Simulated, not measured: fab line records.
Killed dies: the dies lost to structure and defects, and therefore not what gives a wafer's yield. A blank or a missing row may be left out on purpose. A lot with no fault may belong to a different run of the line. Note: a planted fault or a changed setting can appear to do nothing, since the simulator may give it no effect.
Which tool did it? || flow berkeley-cmos170 || 14 lots (42 wafers sampled), 1 step of a 331-step route

## WHAT THE GAUGES READ, wafer by wafer
No reading from a measuring or inspecting step in the record can be judged against a usual standard deviation.

## WHICH TOOL RAN EACH LOT (tool, then ch and the chambers of the sampled wafers, then the start)
{"lot": "L469", "UCB170_CONTACT_RTA_08": "rtp-anneal-01 ch 0, day 8 12:08"}
{"lot": "L468", "UCB170_CONTACT_RTA_08": "rtp-anneal-02 ch 0, day 8 13:37"}
{"lot": "L472", "UCB170_CONTACT_RTA_08": "rtp-anneal-02 ch 0, day 8 22:08"}
{"lot": "L470", "UCB170_CONTACT_RTA_08": "rtp-anneal-02 ch 0, day 8 23:52"}
{"lot": "L474", "UCB170_CONTACT_RTA_08": "rtp-anneal-02 ch 0, day 9 01:41"}
{"lot": "L475", "UCB170_CONTACT_RTA_08": "rtp-anneal-02 ch 0, day 9 21:53"}
{"lot": "L477", "UCB170_CONTACT_RTA_08": "rtp-anneal-01 ch 0, day 9 23:52"}
{"lot": "L478", "UCB170_CONTACT_RTA_08": "rtp-anneal-02 ch 0, day 10 06:38"}
{"lot": "L480", "UCB170_CONTACT_RTA_08": "rtp-anneal-01 ch 0, day 10 11:14"}
{"lot": "L481", "UCB170_CONTACT_RTA_08": "rtp-anneal-02 ch 0, day 10 12:34"}
{"lot": "L484", "UCB170_CONTACT_RTA_08": "rtp-anneal-01 ch 0, day 11 11:47"}
{"lot": "L483", "UCB170_CONTACT_RTA_08": "rtp-anneal-02 ch 0, day 11 12:11"}
{"lot": "L490", "UCB170_CONTACT_RTA_08": "rtp-anneal-02 ch 0, day 12 17:39"}
{"lot": "L489", "UCB170_CONTACT_RTA_08": "rtp-anneal-02 ch 0, day 12 17:54"}
- UCB170_CONTACT_RTA_08: time 10 s.

## WHAT THE TOOLS THEMSELVES READ (means of the sampled wafers that have a number; where no wafer has one, the mark that the record gives instead)
UCB170_CONTACT_RTA_08. Usual: lamp-power-pct 24.2 %, standard deviation 1.1; wafer_temp_C_max 904.3, standard deviation 0.91.
{"lot": "L469", "tool": "rtp-anneal-01", "lamp-power-pct (%)": 25.4, "wafer_temp_C_max": 903.7, "flag": ""}
{"lot": "L468", "tool": "rtp-anneal-02", "lamp-power-pct (%)": 23.1, "wafer_temp_C_max": 904.4, "flag": ""}
{"lot": "L472", "tool": "rtp-anneal-02", "lamp-power-pct (%)": 23.1, "wafer_temp_C_max": 903.2, "flag": ""}
{"lot": "L470", "tool": "rtp-anneal-02", "lamp-power-pct (%)": 23.1, "wafer_temp_C_max": 903.7, "flag": ""}
{"lot": "L474", "tool": "rtp-anneal-02", "lamp-power-pct (%)": 23.1, "wafer_temp_C_max": 903.7, "flag": ""}
{"lot": "L475", "tool": "rtp-anneal-02", "lamp-power-pct (%)": 23.1, "wafer_temp_C_max": 903.6, "flag": ""}
{"lot": "L477", "tool": "rtp-anneal-01", "lamp-power-pct (%)": 25.4, "wafer_temp_C_max": 904.8, "flag": ""}
{"lot": "L478", "tool": "rtp-anneal-02", "lamp-power-pct (%)": 23.1, "wafer_temp_C_max": 904.0, "flag": ""}
{"lot": "L480", "tool": "rtp-anneal-01", "lamp-power-pct (%)": 25.4, "wafer_temp_C_max": 904.7, "flag": ""}
{"lot": "L481", "tool": "rtp-anneal-02", "lamp-power-pct (%)": 23.1, "wafer_temp_C_max": 904.6, "flag": ""}
{"lot": "L484", "tool": "rtp-anneal-01", "lamp-power-pct (%)": 25.4, "wafer_temp_C_max": 904.7, "flag": ""}
{"lot": "L483", "tool": "rtp-anneal-02", "lamp-power-pct (%)": 23.1, "wafer_temp_C_max": 903.7, "flag": ""}
{"lot": "L490", "tool": "rtp-anneal-02", "lamp-power-pct (%)": 24.5, "wafer_temp_C_max": 924.4, "flag": "OFF"}
{"lot": "L489", "tool": "rtp-anneal-02", "lamp-power-pct (%)": 24.5, "wafer_temp_C_max": 924.2, "flag": "OFF"}

## THE ANSWER, worked out from the rows above alone
Rule: take the mean of a lot's wafers that have a number; if it is more than 3 standard deviations from the usual mean, the lot is off. Also off: a lot with no number at a reading for which 4 or more lots have one. The other lots that the step has rows for count as sound. Order of review: gauges by route order, followed by the tools' own readings, for which a lot's mean as printed above is used. The first step at which some lot is off is used, and at that step the reading that is off furthest; a lot without a number counts as furthest.
Off: L490, L489, at UCB170_CONTACT_RTA_08 (wafer_temp_C_max).
If a tool, at that step or one of the process steps before it, ran each lot that is off and ran no sound lot following the first of them, it fits. One fits: rtp-anneal-02 at UCB170_CONTACT_RTA_08. Its last sound lot is L483 (day 11 12:11), its first lot that is off L490 (day 12 17:39): a fault that began between those two fits.
The tool's own readings at UCB170_CONTACT_RTA_08 bear it out: on the lots that are off they differ by more than 5 times the standard deviation of the sound lots' means. wafer_temp_C_max reads 924.3 there against 904.1 on the sound lots.

## WHAT HAD BEEN PUT IN BY THE SIMULATOR
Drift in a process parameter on rtp-anneal-02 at UCB170_CONTACT_RTA_08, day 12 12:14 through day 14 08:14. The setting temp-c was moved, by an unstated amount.
Lots struck among those shown: L490, L489. This agrees with what the rule above found.
